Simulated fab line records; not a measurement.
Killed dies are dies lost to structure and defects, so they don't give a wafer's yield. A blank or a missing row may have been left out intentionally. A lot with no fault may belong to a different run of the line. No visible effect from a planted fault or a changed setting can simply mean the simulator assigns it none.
Which tool did it? / flow rit-cmos / Sampling: 14 lots, 42 wafers, 4 of 202 route steps

## WHAT EACH GAUGE READ, for each wafer
RIT_ACTIVE_THK_MEAS_04.
lot=L870; measured=day 1 18:35; on=film-metro-03; ACTIVE_NITRIDE_THK (nm)=151.4 151.7 151.6
lot=L871; measured=day 1 18:36; on=film-metro-04; ACTIVE_NITRIDE_THK (nm)=150.8 149.7 151.3
lot=L872; measured=day 2 01:02; on=film-metro-03; ACTIVE_NITRIDE_THK (nm)=150.7 151.2 150.8
lot=L873; measured=day 2 06:52; on=film-metro-02; ACTIVE_NITRIDE_THK (nm)=149.8 151.0 150.2
lot=L874; measured=day 2 11:53; on=film-metro-04; ACTIVE_NITRIDE_THK (nm)=147.2 149.7 148.0
lot=L876; measured=day 2 20:21; on=film-metro-04; ACTIVE_NITRIDE_THK (nm)=153.8 153.9 154.5
lot=L881; measured=day 3 20:32; on=film-metro-02; ACTIVE_NITRIDE_THK (nm)=151.2 150.5 151.3
lot=L885; measured=day 4 17:22; on=film-metro-03; ACTIVE_NITRIDE_THK (nm)=150.4 148.5 150.2
lot=L886; measured=day 5 00:14; on=film-metro-02; ACTIVE_NITRIDE_THK (nm)=148.3 148.8 148.3
lot=L888; measured=day 5 10:31; on=film-metro-02; ACTIVE_NITRIDE_THK (nm)=148.2 149.7 149.9
lot=L890; measured=day 5 17:55; on=film-metro-03; ACTIVE_NITRIDE_THK (nm)=149.8 149.8 149.7
lot=L891; measured=day 6 00:35; on=film-metro-02; ACTIVE_NITRIDE_THK (nm)=151.4 150.2 150.8
lot=L892; measured=day 6 04:10; on=film-metro-04; ACTIVE_NITRIDE_THK (nm)=151.1 151.8 151.2
lot=L893; measured=day 6 11:40; on=film-metro-02; ACTIVE_NITRIDE_THK (nm)=151.7 151.1 152.0

RIT_NSD_OVL_MEAS_06.
lot=L870; measured=day 3 13:55; on=overlay-02; NSD_OVL (nm)=-1.4 -1.1 1.2
lot=L871; measured=day 3 16:36; on=overlay-01; NSD_OVL (nm)=-0.1 0.4 -0.9
lot=L872; measured=day 3 16:54; on=overlay-01; NSD_OVL (nm)=1.6 -1.1 -0.6
lot=L873; measured=day 3 21:17; on=overlay-02; NSD_OVL (nm)=0.0 0.8 -0.2
lot=L874; measured=day 4 05:17; on=overlay-02; NSD_OVL (nm)=-2.4 -1.5 -2.2
lot=L876; measured=day 4 09:33; on=overlay-02; NSD_OVL (nm)=-0.8 1.4 -0.5
lot=L881; measured=day 5 16:07; on=overlay-01; NSD_OVL (nm)=-0.2 -1.0 0.0
lot=L885; measured=day 6 10:42; on=overlay-02; NSD_OVL (nm)=-0.9 0.7 -0.8
lot=L886; measured=day 6 16:35; on=overlay-01; NSD_OVL (nm)=-1.6 -0.1 -0.1
lot=L888; measured=day 7 02:07; on=overlay-01; NSD_OVL (nm)=-1.7 0.5 -0.2
lot=L890; measured=day 7 05:19; on=overlay-02; NSD_OVL (nm)=-0.4 -1.0 -2.1
lot=L891; measured=day 7 13:47; on=overlay-02; NSD_OVL (nm)=2.3 2.5 3.9
lot=L892; measured=day 7 18:09; on=overlay-02; NSD_OVL (nm)=2.6 1.2 1.6
lot=L893; measured=day 8 00:05; on=overlay-02; NSD_OVL (nm)=-1.3 -2.1 0.0

RIT_M1_OVL_MEAS_10.
lot=L870; measured=day 3 21:55; on=overlay-01; M1_OVL (nm)=-0.1 0.5 1.0
lot=L871; measured=day 4 00:23; on=overlay-02; M1_OVL (nm)=-2.1 -1.7 -2.6
lot=L872; measured=day 4 00:50; on=overlay-02; M1_OVL (nm)=2.2 2.2 2.6
lot=L873; measured=day 4 05:07; on=overlay-01; M1_OVL (nm)=-0.3 0.9 0.7
lot=L874; measured=day 4 13:07; on=overlay-02; M1_OVL (nm)=1.6 1.5 2.0
lot=L876; measured=day 4 17:03; on=overlay-02; M1_OVL (nm)=-0.3 0.6 4.5
lot=L881; measured=day 5 23:29; on=overlay-01; M1_OVL (nm)=2.2 -0.5 -0.4
lot=L885; measured=day 6 18:05; on=overlay-02; M1_OVL (nm)=1.1 0.0 0.0
lot=L886; measured=day 7 00:10; on=overlay-01; M1_OVL (nm)=2.2 2.2 2.1
lot=L888; measured=day 7 09:35; on=overlay-02; M1_OVL (nm)=0.4 2.1 -0.3
lot=L890; measured=day 7 12:48; on=overlay-01; M1_OVL (nm)=-0.8 -0.6 -3.0
lot=L891; measured=day 7 21:34; on=overlay-02; M1_OVL (nm)=1.1 1.0 2.2
lot=L892; measured=day 8 02:14; on=overlay-02; M1_OVL (nm)=0.5 0.7 0.9
lot=L893; measured=day 8 07:40; on=overlay-01; M1_OVL (nm)=1.8 1.5 0.7

## TOOL THAT RAN EACH LOT (tool first, then ch and the chambers of the sampled wafers, then the start)
lot=L870; RIT_FOX1_OXIDATION_00=furnace-04 ch 0, day 1 23:32
lot=L871; RIT_FOX1_OXIDATION_00=furnace-04 ch 0, day 1 23:32
lot=L872; RIT_FOX1_OXIDATION_00=furnace-01 ch 0, day 2 08:26
lot=L873; RIT_FOX1_OXIDATION_00=furnace-03 ch 0, day 2 10:05
lot=L874; RIT_FOX1_OXIDATION_00=furnace-04 ch 0, day 2 14:07
lot=L876; RIT_FOX1_OXIDATION_00=furnace-04 ch 0, day 2 23:56
lot=L881; RIT_FOX1_OXIDATION_00=furnace-01 ch 0, day 3 23:10
lot=L885; RIT_FOX1_OXIDATION_00=furnace-03 ch 0, day 4 22:46
lot=L886; RIT_FOX1_OXIDATION_00=furnace-01 ch 0, day 5 04:26
lot=L888; RIT_FOX1_OXIDATION_00=furnace-03 ch 0, day 5 12:55
lot=L890; RIT_FOX1_OXIDATION_00=furnace-04 ch 0, day 5 21:31
lot=L891; RIT_FOX1_OXIDATION_00=furnace-04 ch 0, day 6 03:20
lot=L892; RIT_FOX1_OXIDATION_00=furnace-04 ch 0, day 6 08:41
lot=L893; RIT_FOX1_OXIDATION_00=furnace-01 ch 0, day 6 13:46
- RIT_FOX1_OXIDATION_00: target thk 350.7 nm, ox time 1130 s.

## WHAT THE TOOLS THEMSELVES READ (means of the sampled wafers that have a number; where no wafer has one, the mark that the record gives instead)
The record holds no such reading with a usual standard deviation.

## THE ANSWER, worked out from the rows above alone
Rule: the lots themselves supply what counts as usual. Put in order of their means at a reading, lots are off if they are a third of the lots or fewer, leave a main group of 4 or more, and stand apart from it by a gap of 3 or more times the standard deviation of the main group's means; of several such gaps the widest counts. A main group is skipped when, at the precision printed for the reading in the tables above, its means are all equal. A lot without any number at a reading at which 4 lots or more have one is off too. Where the step has rows for the other lots, those lots are counted as sound. Order of review: gauges by route order, followed by the tools' own readings, for which a lot's mean as printed above is used. The first step at which some lot is off is used, and at that step the reading that is off furthest; a lot without a number counts as furthest.
Across all readings shown, no lot is off: no conclusion can be drawn from this.

## WHAT THE SIMULATOR PUT IN
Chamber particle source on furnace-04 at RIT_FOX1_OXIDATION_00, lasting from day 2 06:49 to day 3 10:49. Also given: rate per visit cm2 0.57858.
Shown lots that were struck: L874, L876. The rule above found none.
